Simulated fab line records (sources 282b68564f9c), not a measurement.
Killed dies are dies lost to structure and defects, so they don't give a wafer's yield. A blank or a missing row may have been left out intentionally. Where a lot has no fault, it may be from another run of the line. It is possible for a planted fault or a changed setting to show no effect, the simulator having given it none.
fab line records | flow ritCmos
[record] lots = 5 | wafers = 15 | lastDay = 6
route steps=202 shown PLDD@116 SPACER@125 NSD@131 PSD@142 SDANNEAL@153 SILICIDE@161 M1@202
lots with no fault: from the same line, run without faults
startH: the number of hours between the record's first day and the start of the first shown wafer of the lot | waitH: hours since the lot's step before | " the same as in the row above | L1.1+2: a row that stands for several wafers | - no value, or no start given | * or withheld: withheld | < > ~ a bound
route shown NAME@n: NAME is a module with steps in the file, n the number in the route of the first one | usual: mean and standard deviation over wafers with no fault | same: alike in all rows | chamber/n: place in a boat | sites: the reading at each site | _std_site: their standard deviation | _edge_site: the outer-site mean with the inner-site mean subtracted | radiusMm: for every site, how far away it sits from the centre of the wafer | mask NAME#n: copy n | behind: the tool/chamber that last shaped the wafer | hold: why the lot was held/for how many hours/how that ended | device: names the non-switching transistor (n, p or np) | end of line: at the end of the route, the tests of the same wafers | a step without rows: its recipe alone | killed: the dies lost at the first sort to structure and to defects; this is not the yield of the wafer | map: the dies of a wafer, with x for killed, . for not killed, _ for no die there
set.NAME: the setting as run; set.NAME@STEP: as run at that earlier step | model.NAME: the simulator's own value behind a step, which no gauge read
a table for each step, a row for each wafer; lots at some steps of the route
services: a tool's chamber out of use, with start hour (startH, from the record's first day; less than 0 if before it), hours out, and reason
[[steps]]
[step RIT_PLDD_SOFTBAKE_02]
[recipe] resist = NOVOLAK | tempC = 90 | timeS = 60
[step RIT_PLDD_EXPOSE_03]
[recipe] maskId = M8 | na = 0.57 | targetCdNm = 40900 | doseMj = 250
[step RIT_PLDD_PEB_04]
[recipe] resist = NOVOLAK | tempC = withheld | timeS = withheld
[step RIT_PLDD_DEVELOP_05]
[recipe] resist = NOVOLAK | developTimeS = 50 | devTempC = 23
[step RIT_PLDD_OVL_MEAS_06]
[usual] PLDD_OVL = -0.1/1.6
lot.wafer | tool       | chamber | startH | waitH | PLDD_OVL[nm]
L926.1    | overlay-01 | -       | 65.84  | -     | 0.1
L926.3    | "          | -       | "      | "     | -1.0
L926.5    | "          | -       | "      | "     | 1.2
L927.1    | overlay-01 | -       | 72.43  | -     | -1.9
L927.4    | "          | -       | "      | "     | -0.7
L927.6    | "          | -       | "      | "     | -0.3
L934.1    | overlay-02 | -       | 109.18 | -     | -0.3
L934.2    | "          | -       | "      | "     | 1.2
L934.3    | "          | -       | "      | "     | 1.6
L937.1    | overlay-02 | -       | 123.18 | -     | -1.0
L937.2    | "          | -       | "      | "     | 1.0
L937.6    | "          | -       | "      | "     | 0.8
L938.1    | overlay-01 | -       | 129.25 | -     | -0.9
L938.4    | "          | -       | "      | "     | 0.8
L938.5    | "          | -       | "      | "     | -1.0
[step RIT_PLDD_HARDBAKE_07]
[recipe] resist = NOVOLAK | tempC = 140 | timeS = 60
[step RIT_PLDD_IMPLANT_08]
[recipe] species = BF2 | energyKev = 20 | doseCm2 = 9e+14 | tiltDeg = 7
[step RIT_PLDD_STRIP_09]
[recipe] chemistry = O2 | timeS = 180 | resist = NOVOLAK | platenTempC = withheld | powerW = 500 | pressureMtorr = 4000 | o2FlowSccm = 4000
[usual] drypumpMotorCurrentA = 5.49/0.17
lot.wafer | tool           | chamber | startH | waitH | drypumpMotorCurrentA | rfHoursCounterH
L926.1    | plasmaAsher-01 | 0       | 66.18  | 0.1   | 5.63                 | 27
L926.3    | "              | 1       | "      | "     | 5.13                 | -
L926.5    | "              | 0       | "      | "     | 5.65                 | -
L927.1    | plasmaAsher-03 | 0       | 72.76  | 0.1   | 5.65                 | 43
L927.4    | "              | 0       | "      | "     | 5.66                 | -
L927.6    | "              | 0       | "      | "     | 5.64                 | -
L934.1    | plasmaAsher-02 | 1       | 109.52 | 0.1   | 5.47                 | 46
L934.2    | "              | 0       | "      | "     | 5.50                 | 46
L934.3    | "              | 1       | "      | "     | 5.48                 | -
L937.1    | plasmaAsher-02 | 0       | 123.52 | 0.1   | 5.45                 | 48
L937.2    | "              | 1       | "      | "     | 5.49                 | 48
L937.6    | "              | 0       | "      | "     | 5.50                 | -
L938.1    | plasmaAsher-02 | 0       | 129.59 | 0.1   | 5.44                 | 48
L938.4    | "              | 1       | "      | "     | 5.48                 | -
L938.5    | "              | 1       | "      | "     | 5.47                 | -
[step RIT_PLDD_TW_MEAS_10]
[usual] PLDD_TW = 2342/11
lot.wafer | tool         | chamber | startH | waitH | PLDD_TW
L926.1    | filmMetro-03 | -       | 66.35  | 0.1   | 2338
L926.3    | "            | -       | "      | "     | 2338
L926.5    | "            | -       | "      | "     | 2324
L927.1    | filmMetro-02 | -       | 72.94  | 0.1   | 2323
L927.4    | "            | -       | "      | "     | 2323
L927.6    | "            | -       | "      | "     | 2322
L934.1    | filmMetro-04 | -       | 109.69 | 0.1   | 2368
L934.2    | "            | -       | "      | "     | 2360
L934.3    | "            | -       | "      | "     | 2356
L937.1    | filmMetro-03 | -       | 123.69 | 0.1   | 2326
L937.2    | "            | -       | "      | "     | 2345
L937.6    | "            | -       | "      | "     | 2344
L938.1    | filmMetro-02 | -       | 129.76 | 0.1   | 2349
L938.4    | "            | -       | "      | "     | 2345
L938.5    | "            | -       | "      | "     | 2354
[step RIT_SPACER_CLEAN_00]
[recipe] chemistry = SC1 | mix = 3:3:50 | timeS = 600 | tempC = 75
[step RIT_SPACER_CLEAN_01]
[recipe] chemistry = dHF | dilution = 50:1 | timeS = 30
[step RIT_SPACER_CLEAN_02]
[recipe] chemistry = SC2 | mix = 3:3:50 | timeS = 600 | tempC = 75 | dry = n2Spin
[step RIT_SPACER_CVD_03]
[recipe] material = Si3N4 | targetThkNm = 250 | tempC = 810 | precursor = SiH2Cl2/NH3 | timeS = 3300 | pressureMtorr = 300 | sih2cl2FlowSccm = 60 | nh3FlowSccm = 150
[usual] sih2cl2FlowSccm = 59.98/0.17 | spikeTcCentreC = 811.7/1.2 | spikeTcSourceC = 834/4.4 | zonePowerCentrePct = 36/5.8 | zonePowerSourcePct = 22.2/2.3
lot.wafer | tool     | chamber | startH | waitH | sih2cl2FlowSccm | spikeTcCentreC | spikeTcSourceC | zonePowerCentrePct | zonePowerSourcePct | model.Si3N4_of_SPACER_CVD_03.thkNm
L926.1    | lpcvd-01 | 0       | 66.78  | 0.0   | 60.05           | 811.7          | 838            | 41                 | 20.5               | 250
L926.3    | "        | 0       | "      | "     | 60.14           | 811.9          | 835            | 40                 | 21.0               | 248.8
L926.5    | "        | 0       | "      | "     | 60.10           | 811.2          | 838            | 41                 | 21.1               | 248.9
L927.1    | lpcvd-01 | 0       | 73.37  | 0.0   | 60.17           | 811.2          | 834            | 40                 | 20.7               | 250.1
L927.4    | "        | 0       | "      | "     | 60.06           | 811.1          | 838            | 41                 | 21.0               | 252.1
L927.6    | "        | 0       | "      | "     | 60.15           | 811.5          | 835            | 40                 | 21.4               | 251.6
L934.1    | lpcvd-01 | 0       | 112.17 | 2.1   | 59.69           | 825.1          | 835            | 45                 | 20.4               | 259.7
L934.2    | "        | 0       | "      | "     | 59.65           | 821.5          | 836            | 45                 | 20.4               | 260.7
L934.3    | "        | 0       | "      | "     | 59.71           | 822.7          | 836            | 45                 | 20.3               | 264.3
L937.1    | lpcvd-02 | 0       | 124.15 | 0.0   | 59.95           | 812.4          | 836            | 40                 | 20.1               | 249.1
L937.2    | "        | 0       | "      | "     | 59.92           | 812.9          | 836            | 40                 | 20.7               | 247.5
L937.6    | "        | 0       | "      | "     | 60.12           | 814.6          | 838            | 39                 | 20.5               | 247.4
L938.1    | lpcvd-02 | 1       | 130.26 | 0.0   | 60.02           | 808.3          | 828            | 40                 | 20.4               | 249
L938.4    | "        | 1       | "      | "     | 59.89           | 810.2          | 827            | 40                 | 20.2               | 248.8
L938.5    | "        | 1       | "      | "     | 60.18           | 812.0          | 826            | 40                 | 20.6               | 248.7
[step RIT_SPACER_THK_MEAS_04]
[recipe] reads = Si3N4_of_SPACER_CVD_03
[usual] SPACER_NITRIDE_THK = 250.4/2.4
lot.wafer | tool         | chamber | startH | waitH | SPACER_NITRIDE_THK[nm]
L926.1    | filmMetro-02 | -       | 68.70  | 0.0   | 250.1
L926.3    | "            | -       | "      | "     | 248.6
L926.5    | "            | -       | "      | "     | 248.8
L927.1    | filmMetro-01 | -       | 75.28  | 0.0   | 250.1
L927.4    | "            | -       | "      | "     | 252.0
L927.6    | "            | -       | "      | "     | 251.5
L934.1    | filmMetro-02 | -       | 114.09 | 0.0   | 259.7
L934.2    | "            | -       | "      | "     | 260.9
L934.3    | "            | -       | "      | "     | 264.4
L937.1    | filmMetro-02 | -       | 126.07 | 0.0   | 249.4
L937.2    | "            | -       | "      | "     | 247.2
L937.6    | "            | -       | "      | "     | 247.5
L938.1    | filmMetro-02 | -       | 132.17 | 0.0   | 248.9
L938.4    | "            | -       | "      | "     | 248.8
L938.5    | "            | -       | "      | "     | 248.6
[step RIT_SPACER_ETCHBACK_05]
[recipe] targetDepthA = 2500 | SF6_flow_sccm = 30 | CHF3_flow_sccm = 30 | target = Si3N4 | chemistry = SF6/CHF3 | pressureMtorr = 40 | rfW = 250 | timeS = 240 | stopOn = SiO2
[usual] drypumpMotorCurrentA = 5.6/0.56 | oesProductAu = 0.841/0.012 | throttleValvePct = 10.27/0.16
lot.wafer | tool       | chamber | startH | waitH | drypumpMotorCurrentA | oesProductAu | rfHoursCounterH | throttleValvePct | model.etch.depthNm
L926.1    | rieDiel-03 | 1       | 68.76  | 0.1   | 6.0                  | 0.834        | 123             | 10.02            | 250
L926.3    | "          | 0       | "      | "     | 5.8                  | 0.867        | 49              | 10.34            | 248.8
L926.5    | "          | 0       | "      | "     | 5.8                  | 0.851        | -               | 10.36            | 248.9
L927.1    | rieDiel-04 | 3       | 75.34  | 0.1   | 6.7                  | 0.842        | 141             | 10.29            | 250.1
L927.4    | "          | 1       | "      | "     | 5.6                  | 0.840        | 122             | 10.25            | 252.1
L927.6    | "          | 1       | "      | "     | 5.6                  | 0.834        | -               | 10.25            | 251.6
L934.1    | rieDiel-03 | 1       | 114.15 | 0.1   | 6.0                  | 0.861        | 124             | 10.03            | 259.7
L934.2    | "          | 3       | "      | "     | 5.8                  | 0.853        | 15              | 10.18            | 260.7
L934.3    | "          | 0       | "      | "     | 5.8                  | 0.898        | 50              | 10.37            | 264.3
L937.1    | rieDiel-02 | 1       | 126.13 | 0.1   | 4.7                  | 0.846        | 152             | 10.21            | 249.1
L937.2    | "          | 3       | "      | "     | 5.9                  | 0.825        | 28              | 10.46            | 247.5
L937.6    | "          | 1       | "      | "     | 4.7                  | 0.833        | -               | 10.22            | 247.4
L938.1    | rieDiel-02 | 3       | 132.23 | 0.1   | 5.9                  | 0.830        | 28              | 10.44            | 249
L938.4    | "          | 2       | "      | "     | 5.9                  | 0.836        | 64              | 10.42            | 248.8
L938.5    | "          | 2       | "      | "     | 5.9                  | 0.843        | -               | 10.40            | 248.7
[step RIT_NSD_HMDS_00]
[recipe] primeTimeS = 60 | primeTempC = 140
[step RIT_NSD_COAT_01]
[recipe] resist = NOVOLAK | spinRpm = 3250 | resistThkNm = 1000
[step RIT_NSD_SOFTBAKE_02]
[recipe] resist = NOVOLAK | tempC = 90 | timeS = 60
[step RIT_NSD_EXPOSE_03]
[recipe] maskId = M9 | na = 0.57 | targetCdNm = 40700 | doseMj = 250
[step RIT_NSD_PEB_04]
[recipe] resist = NOVOLAK | tempC = withheld | timeS = withheld
[step RIT_NSD_DEVELOP_05]
[recipe] resist = NOVOLAK | developTimeS = 50 | devTempC = 23
[step RIT_NSD_OVL_MEAS_06]
[usual] NSD_OVL = -0.3/1.6
lot.wafer | tool       | chamber | startH | waitH | NSD_OVL[nm]
L926.1    | overlay-02 | -       | 69.88  | -     | 1.5
L926.3    | "          | -       | "      | "     | 2.0
L926.5    | "          | -       | "      | "     | 0.9
L927.1    | overlay-01 | -       | 76.34  | -     | 0.7
L927.4    | "          | -       | "      | "     | -1.8
L927.6    | "          | -       | "      | "     | -2.9
L934.1    | overlay-02 | -       | 115.27 | -     | -0.6
L934.2    | "          | -       | "      | "     | -1.3
L934.3    | "          | -       | "      | "     | 2.0
L937.1    | overlay-01 | -       | 127.25 | -     | -0.8
L937.2    | "          | -       | "      | "     | 0.1
L937.6    | "          | -       | "      | "     | 1.8
L938.1    | overlay-01 | -       | 133.23 | -     | -1.1
L938.4    | "          | -       | "      | "     | -1.6
L938.5    | "          | -       | "      | "     | -1.7
[step RIT_NSD_HARDBAKE_07]
[recipe] resist = NOVOLAK | tempC = 140 | timeS = 60
[step RIT_NSD_IMPLANT_08]
[recipe] species = P | energyKev = 25 | doseCm2 = 1e+15 | tiltDeg = 7
[step RIT_NSD_STRIP_09]
[recipe] chemistry = O2 | timeS = 180 | resist = NOVOLAK | platenTempC = withheld | powerW = 500 | pressureMtorr = 4000 | o2FlowSccm = 4000
[usual] drypumpMotorCurrentA = 5.9/0.41
lot.wafer | tool           | chamber | startH | waitH | drypumpMotorCurrentA | rfHoursCounterH
L926.1    | plasmaAsher-02 | 1       | 70.22  | 0.1   | 5.5                  | 42
L926.3    | "              | 0       | "      | "     | 5.5                  | -
L926.5    | "              | 1       | "      | "     | 5.4                  | -
L927.1    | plasmaAsher-04 | 1       | 76.68  | 0.1   | 6.1                  | 43
L927.4    | "              | 0       | "      | "     | 6.5                  | -
L927.6    | "              | 0       | "      | "     | 6.5                  | -
L934.1    | plasmaAsher-02 | 0       | 115.61 | 0.1   | 5.5                  | 47
L934.2    | "              | 1       | "      | "     | 5.5                  | 47
L934.3    | "              | 1       | "      | "     | 5.5                  | -
L937.1    | plasmaAsher-03 | 0       | 127.59 | 0.1   | 5.6                  | 1
L937.2    | "              | 1       | "      | "     | 5.6                  | 1
L937.6    | "              | 0       | "      | "     | 5.6                  | -
L938.1    | plasmaAsher-03 | 1       | 133.57 | 0.1   | 5.6                  | 2
L938.4    | "              | 1       | "      | "     | 5.6                  | -
L938.5    | "              | 1       | "      | "     | 5.6                  | -
[step RIT_NSD_TW_MEAS_10]
[usual] NSD_TW = 3111/16
lot.wafer | tool         | chamber | startH | waitH | NSD_TW
L926.1    | filmMetro-03 | -       | 70.39  | 0.1   | 3107
L926.3    | "            | -       | "      | "     | 3098
L926.5    | "            | -       | "      | "     | 3097
L927.1    | filmMetro-03 | -       | 76.85  | 0.1   | 3100
L927.4    | "            | -       | "      | "     | 3116
L927.6    | "            | -       | "      | "     | 3118
L934.1    | filmMetro-03 | -       | 115.78 | 0.1   | 3088
L934.2    | "            | -       | "      | "     | 3112
L934.3    | "            | -       | "      | "     | 3129
L937.1    | filmMetro-04 | -       | 127.76 | 0.1   | 3118
L937.2    | "            | -       | "      | "     | 3117
L937.6    | "            | -       | "      | "     | 3108
L938.1    | filmMetro-04 | -       | 133.74 | 0.1   | 3092
L938.4    | "            | -       | "      | "     | 3087
L938.5    | "            | -       | "      | "     | 3095
[step RIT_PSD_HMDS_00]
[recipe] primeTimeS = 60 | primeTempC = 140
[step RIT_PSD_COAT_01]
[recipe] resist = NOVOLAK | spinRpm = 3250 | resistThkNm = 1000
[step RIT_PSD_SOFTBAKE_02]
[recipe] resist = NOVOLAK | tempC = 90 | timeS = 60
[step RIT_PSD_EXPOSE_03]
[recipe] maskId = M10 | na = 0.57 | targetCdNm = 40900 | doseMj = 250
[step RIT_PSD_PEB_04]
[recipe] resist = NOVOLAK | tempC = withheld | timeS = withheld
[step RIT_PSD_DEVELOP_05]
[recipe] resist = NOVOLAK | developTimeS = 50 | devTempC = 23
[step RIT_PSD_OVL_MEAS_06]
[usual] PSD_OVL = -0.4/1.2
lot.wafer | tool       | chamber | startH | waitH | PSD_OVL[nm]
L926.1    | overlay-01 | -       | 71.30  | -     | -1.5
L926.3    | "          | -       | "      | "     | -2.1
L926.5    | "          | -       | "      | "     | -1.2
L927.1    | overlay-01 | -       | 77.76  | -     | 0.5
L927.4    | "          | -       | "      | "     | -1.7
L927.6    | "          | -       | "      | "     | -0.8
L934.1    | overlay-01 | -       | 116.82 | -     | 1.4
L934.2    | "          | -       | "      | "     | 0.7
L934.3    | "          | -       | "      | "     | 0.6
L937.1    | overlay-01 | -       | 128.81 | -     | -1.1
L937.2    | "          | -       | "      | "     | -0.9
L937.6    | "          | -       | "      | "     | -1.4
L938.1    | overlay-02 | -       | 134.78 | -     | -1.3
L938.4    | "          | -       | "      | "     | -1.0
L938.5    | "          | -       | "      | "     | -0.4
[step RIT_PSD_HARDBAKE_07]
[recipe] resist = NOVOLAK | tempC = 140 | timeS = 60
[step RIT_PSD_IMPLANT_08]
[recipe] species = BF2 | energyKev = 27 | doseCm2 = 5e+15 | tiltDeg = 7
[step RIT_PSD_STRIP_09]
[recipe] chemistry = O2 | timeS = 180 | resist = NOVOLAK | platenTempC = withheld | powerW = 500 | pressureMtorr = 4000 | o2FlowSccm = 4000
[usual] drypumpMotorCurrentA = 5.7/0.43
lot.wafer | tool           | chamber | startH | waitH | drypumpMotorCurrentA | rfHoursCounterH
L926.1    | plasmaAsher-03 | 1       | 71.64  | 0.1   | 5.6                  | 43
L926.3    | "              | 0       | "      | "     | 5.6                  | -
L926.5    | "              | 1       | "      | "     | 5.6                  | -
L927.1    | plasmaAsher-03 | 1       | 78.10  | 0.1   | 5.6                  | 44
L927.4    | "              | 1       | "      | "     | 5.6                  | -
L927.6    | "              | 1       | "      | "     | 5.6                  | -
L934.1    | plasmaAsher-01 | 0       | 117.15 | 0.1   | 5.7                  | 32
L934.2    | "              | 1       | "      | "     | 5.1                  | 32
L934.3    | "              | 0       | "      | "     | 5.7                  | -
L937.1    | plasmaAsher-01 | 1       | 129.40 | 0.1   | 5.1                  | 34
L937.2    | "              | 0       | "      | "     | 5.6                  | 34
L937.6    | "              | 0       | "      | "     | 5.6                  | -
L938.1    | plasmaAsher-04 | 0       | 135.11 | 0.1   | 6.6                  | 49
L938.4    | "              | 1       | "      | "     | 6.1                  | -
L938.5    | "              | 0       | "      | "     | 6.5                  | -
[step RIT_PSD_TW_MEAS_10]
[usual] PSD_TW = 3416/14
lot.wafer | tool         | chamber | startH | waitH | PSD_TW
L926.1    | filmMetro-03 | -       | 71.81  | 0.1   | 3412
L926.3    | "            | -       | "      | "     | 3400
L926.5    | "            | -       | "      | "     | 3418
L927.1    | filmMetro-02 | -       | 78.28  | 0.1   | 3415
L927.4    | "            | -       | "      | "     | 3427
L927.6    | "            | -       | "      | "     | 3410
L934.1    | filmMetro-03 | -       | 117.33 | 0.1   | 3424
L934.2    | "            | -       | "      | "     | 3418
L934.3    | "            | -       | "      | "     | 3420
L937.1    | filmMetro-03 | -       | 129.57 | 0.1   | 3402
L937.2    | "            | -       | "      | "     | 3407
L937.6    | "            | -       | "      | "     | 3411
L938.1    | filmMetro-02 | -       | 135.29 | 0.1   | 3424
L938.4    | "            | -       | "      | "     | 3427
L938.5    | "            | -       | "      | "     | 3441
[step RIT_SDANNEAL_CLEAN_00]
[recipe] chemistry = SC1 | mix = 3:3:50 | timeS = 600 | tempC = 75
[step RIT_SDANNEAL_CLEAN_01]
[recipe] chemistry = dHF | dilution = 50:1 | timeS = 30
[step RIT_SDANNEAL_CLEAN_02]
[recipe] chemistry = SC2 | mix = 3:3:50 | timeS = 600 | tempC = 75 | dry = n2Spin
[step RIT_SDANNEAL_RTA_03]
[recipe] tempC = 1050 | timeS = 5 | idleTempC = 600 | rampUpCPerS = 342 | rampDownCPerS = 171 | coolToC = 600 | ambient = N2
[usual] rampDownCPerS = 171.00/0.032 | wafer_temp_C_max = 1053.5/1.1
lot.wafer | tool         | chamber | startH | waitH | rampDownCPerS | wafer_temp_C_max
L926.1    | rtpAnneal-02 | 0       | 72.24  | 0.0   | 170.97        | 1052.9
L926.3    | "            | 0       | "      | "     | 171.05        | 1053.5
L926.5    | "            | 0       | "      | "     | 170.97        | 1053.7
L927.1    | rtpAnneal-01 | 0       | 78.70  | 0.0   | 170.96        | 1054.5
L927.4    | "            | 0       | "      | "     | 171.02        | 1052.6
L927.6    | "            | 0       | "      | "     | 171.00        | 1053.8
L934.1    | rtpAnneal-02 | 0       | 117.79 | 0.0   | 170.97        | 1053.8
L934.2    | "            | 0       | "      | "     | 171.01        | 1052.8
L934.3    | "            | 0       | "      | "     | 171.02        | 1051.9
L937.1    | rtpAnneal-01 | 0       | 130.00 | 0.0   | 171.00        | 1054.7
L937.2    | "            | 0       | "      | "     | 171.00        | 1053.1
L937.6    | "            | 0       | "      | "     | 171.01        | 1052.4
L938.1    | rtpAnneal-02 | 0       | 135.72 | 0.0   | 170.99        | 1052.3
L938.4    | "            | 0       | "      | "     | 171.04        | 1056.3
L938.5    | "            | 0       | "      | "     | 170.93        | 1053.0
[step RIT_SDANNEAL_RS_MEAS_04]
[recipe] thkMeasGauge = four-point-probe
[usual] PSD_RS = 115.9/0.32
lot.wafer | tool         | chamber | startH | waitH | PSD_RS[ohm/sq]
L926.1    | filmMetro-02 | -       | 72.30  | 0.0   | 116.0
L926.3    | "            | -       | "      | "     | 115.5
L926.5    | "            | -       | "      | "     | 115.6
L927.1    | filmMetro-03 | -       | 78.76  | 0.0   | 116.6
L927.4    | "            | -       | "      | "     | 116.1
L927.6    | "            | -       | "      | "     | 116.2
L934.1    | filmMetro-02 | -       | 117.85 | 0.0   | 116.4
L934.2    | "            | -       | "      | "     | 116.1
L934.3    | "            | -       | "      | "     | 116.1
L937.1    | filmMetro-02 | -       | 130.06 | 0.0   | 116.5
L937.2    | "            | -       | "      | "     | 116.3
L937.6    | "            | -       | "      | "     | 115.8
L938.1    | filmMetro-03 | -       | 135.78 | 0.0   | 115.5
L938.4    | "            | -       | "      | "     | 115.6
L938.5    | "            | -       | "      | "     | 115.6
[step RIT_SILICIDE_WET_ETCH_00]
[recipe] chemistry = BOE | target = SiO2 | targetDepthNm = 14 | timeS = 15 | dry = n2Spin | dilution = 10:1 | tempC = 21.5
[usual] tempC = 21.50/0.11
lot.wafer | tool        | chamber | startH | waitH | tempC | model.Si3N4_of_SPACER_CVD_03.thkNm
L926.1    | wetBench-04 | 3       | 72.78  | 0.1   | 21.59 | 195.8
L926.3    | "           | 3       | "      | "     | 21.54 | 193.6
L926.5    | "           | 3       | "      | "     | 21.53 | 193.4
L927.1    | wetBench-03 | 3       | 79.24  | 0.1   | 21.52 | 195
L927.4    | "           | 3       | "      | "     | 21.59 | 195.5
L927.6    | "           | 3       | "      | "     | 21.54 | 195.2
L934.1    | wetBench-02 | 0       | 118.33 | 0.1   | 21.58 | 203.8
L934.2    | "           | 0       | "      | "     | 21.57 | 203.5
L934.3    | "           | 0       | "      | "     | 21.47 | 206.4
L937.1    | wetBench-04 | 3       | 130.54 | 0.1   | 21.40 | 194.6
L937.2    | "           | 3       | "      | "     | 21.40 | 192.6
L937.6    | "           | 3       | "      | "     | 21.34 | 193
L938.1    | wetBench-03 | 0       | 136.26 | 0.1   | 21.83 | 193.5
L938.4    | "           | 0       | "      | "     | 21.61 | 193.4
L938.5    | "           | 0       | "      | "     | 21.62 | 193.3
[step RIT_M1_PROBE_99]
[usual] killed_at_M0_to_M3 = 0.0/0.083 | killedAtContacts = 0.1/0.23 | killedAtFrontEnd = 6.7/2.7 | killedDies = 6.7/2.7 | killedOpen = 3.2/1.8 | killedShort = 3.5/1.9
[same] grossDies = 264 | killed_at_M4_up = 0 | killedAtBackSide = 0 | killedAtOther = 0
lot.wafer | tool      | chamber | startH | waitH | killed_at_M0_to_M3 | killedAtContacts | killedAtFrontEnd | killedDies | killedOpen | killedShort | model.etest.diodeNplusComb.cjFfUm2
L926.1    | prober-01 | -       | 79.87  | 0.1   | 0                  | 0                | 10               | 10         | 5          | 5           | 2.608
L926.3    | prober-01 | -       | 79.97  | 0.2   | 0                  | 0                | 9                | 9          | 4          | 5           | 2.653
L926.5    | prober-01 | -       | 80.07  | 0.2   | 1                  | 0                | 4                | 5          | 2          | 3           | 2.632
L927.1    | prober-02 | -       | 86.39  | 0.1   | 0                  | 0                | 5                | 5          | 2          | 3           | 2.657
L927.4    | prober-02 | -       | 86.54  | 0.2   | 0                  | 0                | 6                | 6          | 4          | 2           | 2.668
L927.6    | prober-02 | -       | 86.64  | 0.2   | 0                  | 1                | 10               | 11         | 6          | 5           | 2.673
L934.1    | prober-02 | -       | 125.25 | 0.1   | 0                  | 0                | 4                | 4          | 3          | 1           | 2.556
L934.2    | prober-02 | -       | 125.30 | 0.1   | 0                  | 0                | 5                | 5          | 3          | 2           | 2.584
L934.3    | prober-02 | -       | 125.35 | 0.2   | 0                  | 0                | 4                | 4          | 2          | 2           | 2.558
L937.1    | prober-01 | -       | 137.57 | 0.1   | 0                  | 0                | 9                | 9          | 5          | 4           | 2.633
L937.2    | prober-01 | -       | 137.62 | 0.1   | 0                  | 0                | 7                | 7          | 5          | 2           | 2.645
L937.6    | prober-01 | -       | 137.82 | 0.2   | 0                  | 0                | 8                | 8          | 6          | 2           | 2.645
L938.1    | prober-02 | -       | 143.15 | 0.1   | 0                  | 0                | 6                | 6          | 5          | 1           | 2.667
L938.4    | prober-02 | -       | 143.30 | 0.2   | 0                  | 0                | 6                | 6          | 3          | 3           | 2.658
L938.5    | prober-02 | -       | 143.35 | 0.2   | 0                  | 0                | 6                | 6          | 6          | 0           | 2.662
// killed by level:class
L926.1 FOX1:geometricParticle:short=2 SPACER:geometricParticle:open=2 FOX1:geometricParticle:open=1 REOX:geometricParticle:open=1 REOX:geometricParticle:short=1 SPACER:geometricParticle:short=1 SILICIDE:geometricParticle:short=1 SILICIDE:geometricParticle:open=1
L926.3 SPACER:geometricParticle:short=4 SILICIDE:geometricParticle:open=2 GATE:geometricParticle:open=1 SPACER:geometricParticle:open=1 SILICIDE:geometricParticle:short=1
L926.5 GATE:geometricParticle:short=1 REOX:geometricParticle:open=1 REOX:geometricParticle:short=1 SILICIDE:geometricParticle:open=1 M1:geometricParticle:short=1
L927.1 GATE:geometricParticle:short=2 GATE:geometricParticle:open=1 SILICIDE:geometricParticle:short=1 SILICIDE:geometricParticle:open=1
L927.4 GATE:geometricParticle:short=2 SPACER:geometricParticle:open=2 FOX2:geometricParticle:open=1 GATE:geometricParticle:open=1
L927.6 GATE:geometricParticle:short=5 GATE:geometricParticle:open=3 FOX2:geometricParticle:open=1 SPACER:geometricParticle:open=1 CONTACT:geometricParticle:open=1
L934.1 GATE:geometricParticle:open=3 GATE:geometricParticle:short=1
L934.2 GATE:geometricParticle:open=2 GATE:geometricParticle:short=1 REOX:geometricParticle:short=1 SILICIDE:geometricParticle:open=1
L934.3 GATE:geometricParticle:open=1 GATE:geometricParticle:short=1 SPACER:geometricParticle:short=1 SILICIDE:geometricParticle:open=1
L937.1 GATE:geometricParticle:open=2 FOX1:geometricParticle:open=1 FOX1:geometricParticle:short=1 FOX2:geometricParticle:short=1 GATE:geometricParticle:short=1 SPACER:geometricParticle:open=1 SILICIDE:geometricParticle:open=1 SILICIDE:geometricParticle:short=1
L937.2 SPACER:geometricParticle:open=3 GATE:geometricParticle:short=1 GATE:geometricParticle:open=1 REOX:geometricParticle:open=1 SILICIDE:geometricParticle:short=1
L937.6 SPACER:geometricParticle:open=2 SILICIDE:geometricParticle:short=2 FOX1:geometricParticle:open=1 FOX2:geometricParticle:open=1 GATE:geometricParticle:open=1 REOX:geometricParticle:open=1
L938.1 GATE:geometricParticle:open=4 FOX2:geometricParticle:open=1 SILICIDE:geometricParticle:short=1
L938.4 ACTIVE:geometricParticle:open=1 FOX2:geometricParticle:short=1 GATE:geometricParticle:open=1 REOX:geometricParticle:short=1 SPACER:geometricParticle:open=1 SILICIDE:geometricParticle:short=1
L938.5 REOX:geometricParticle:open=2 FOX2:geometricParticle:open=1 GATE:geometricParticle:open=1 SPACER:geometricParticle:open=1 SILICIDE:geometricParticle:open=1
[[services]]
tool           | chamber | startH | hours | kind
lpcvd-01       | -       | 44.17  | 0.4   | repair
rieDiel-04     | 3       | 67.73  | 3.4   | repair
rieDiel-03     | 0       | 71.79  | 4.9   | repair
lpcvd-02       | -       | 104.20 | 14.6  | pm
plasmaAsher-03 | -       | 108.84 | 9.0   | pm
plasmaAsher-03 | 0       | 108.84 | 9.0   | ventCycle
plasmaAsher-03 | 1       | 108.84 | 9.0   | ventCycle
plasmaAsher-03 | 0       | 117.84 | -     | clean
plasmaAsher-03 | 1       | 117.84 | -     | clean
rieDiel-03     | 1       | 123.37 | 3.4   | repair
rieDiel-02     | 1       | 133.62 | -     | clean
rieDiel-02     | 1       | 133.62 | 19.7  | scheduledDown
rieDiel-02     | 1       | 133.62 | 19.7  | ventCycle
[[key]]
[firstSign] step = RIT_SPACER_CVD_03 | reading = spikeTcCentreC | direction = up | sigmas = 9.1 | usual = 811.7 | struck = 823.1
[effect] step = RIT_SPACER_THK_MEAS_04 | reading = SPACER_NITRIDE_THK | direction = up | sigmas = 4.8 | usual = 250.4 | struck = 261.7
[modelEffect] step = RIT_SPACER_CVD_03 | value = Si3N4_of_SPACER_CVD_03.thkNm | without = 253.7 | struck = 261.5
[modelEffect] step = RIT_SPACER_ETCHBACK_05 | value = etch.depthNm | without = 253.7 | struck = 261.5
[modelEffect] step = RIT_SILICIDE_WET_ETCH_00 | value = Si3N4_of_SPACER_CVD_03.thkNm | without = 198.4 | struck = 204.6
[modelEffect] step = RIT_M1_PROBE_99 | value = etest.diodeNplusComb.cjFfUm2 | without = 2.614 | struck = 2.566
metAt RIT_SPACER_CVD_03
struckWafers L934.1,L934.2,L934.3
testerLeftOut L934
onsetBetween 73.37 112.17
[fault] kind = processParameterDrift | tool = lpcvd-01 | chamber = 0 | onsetH = 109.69 | steps = RIT_SPACER_CVD_03 | channel = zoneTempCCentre | offset = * | shape = step | endH = 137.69
// testerLeftOut: of these lots the tester's yield and bins aren't shown, on N5 and GAA mostly nor the transistor test; their killed dies are dies lost to structure and defects alone, not to doping, threshold or leakage, so they don't give the yield
